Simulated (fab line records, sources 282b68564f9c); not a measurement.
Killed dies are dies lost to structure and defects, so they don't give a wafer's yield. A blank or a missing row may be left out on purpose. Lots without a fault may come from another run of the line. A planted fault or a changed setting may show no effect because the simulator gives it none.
A struck lot beside a sound one | flow rit_cmos | 15 steps out of a route of 202
Sound: wafers L436.3, L436.4, L436.6. Struck: wafers L440.1, L440.3, L440.5. The cause comes at the end.
At each step with rows: each side's tool, then ch and its chambers, then its first start. Under that, the readings that differ: sound wafers | struck wafers | difference of the means | sigmas: that difference in standard deviations of wafers without a fault.
alike: readings whose means differ by less than 2 such deviations, and words and numbers that are the same on both sides. not compared: withheld readings, readings that some wafer has no value for, bounds like >300 that may hide the same value, and numbers for which the record gives no deviation and whose values overlap.
The two part at a step that has a row with sigmas, a row that says differs or no value, or rows on one side only. Numbers that don't overlap but have no deviation are shown without sigmas and don't part them. A reading that every wafer of one side lacks parts them only if that side has two wafers or more.

RIT_FOX2_THK_MEAS_01:
  sound on film_metro-01, day 4 00:15; struck on film_metro-02, day 4 18:25
  alike: FOX2_OXIDE_THK
then, 2 steps without rows for these wafers: RIT_FOX2_CLEAN_02 (cleans in dHF, time 180 s); RIT_FOX2_WET_ETCH_03 (etches Si3N4 in H3PO4, target depth 195 nm, time 2700 s).
RIT_FOX2_THK_MEAS_90:
  sound on film_metro-04, day 4 01:19; struck on film_metro-02, day 4 19:18
  alike: FIELD_OXIDE_LEFT_1_THK
then, 6 steps without rows for these wafers: RIT_NWELL_HMDS_00 (prime time 60 s); RIT_NWELL_COAT_01 (resist thk 1300 nm); RIT_NWELL_SOFTBAKE_02 (time 60 s); RIT_NWELL_EXPOSE_03 (exposes mask M2, target cd 43900 nm); RIT_NWELL_PEB_04; RIT_NWELL_DEVELOP_05 (develop time 68 s).
RIT_NWELL_OVL_MEAS_06:
  sound on overlay-01, day 4 02:23; struck on overlay-01, day 4 20:14
  alike: NWELL_OVL
then, 1 step without rows for these wafers: RIT_NWELL_HARDBAKE_07 (time 120 s).
RIT_NWELL_IMPLANT_08:
  sound on implanter-04 ch 0, day 4 02:56; struck on implanter-04 ch 0, day 4 20:36
  reading            | sound             | struck            | difference | sigmas
  tilt_deg (degrees) | 7.004 6.989 7.016 | 8.286 8.303 8.301 | +1.294     | +72
RIT_NWELL_STRIP_09: strips in O2, time 180 s.
  sound on plasma_asher-03 ch 0,1, day 4 03:06; struck on plasma_asher-02 ch 0,1, day 4 20:45
  alike: drypump_motor_current_A
  not compared: rf_hours_counter_h
RIT_M1_PROBE_99:
  sound on prober-01, day 5 17:11; struck on prober-01, day 6 08:47
  alike: killed_at_front_end, killed_dies, killed_on_rim, killed_open, killed_short

WHERE THEY PART
Only at RIT_NWELL_IMPLANT_08, within this record. Later steps at which nothing parts them and some readings are alike: RIT_NWELL_STRIP_09, RIT_M1_PROBE_99.

WHY: what the simulator had put in
Process parameter drift: implanter-04, from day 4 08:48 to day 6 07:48, at RIT_NWELL_IMPLANT_08. Setting tilt_deg, moved by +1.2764, from 7. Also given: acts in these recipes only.
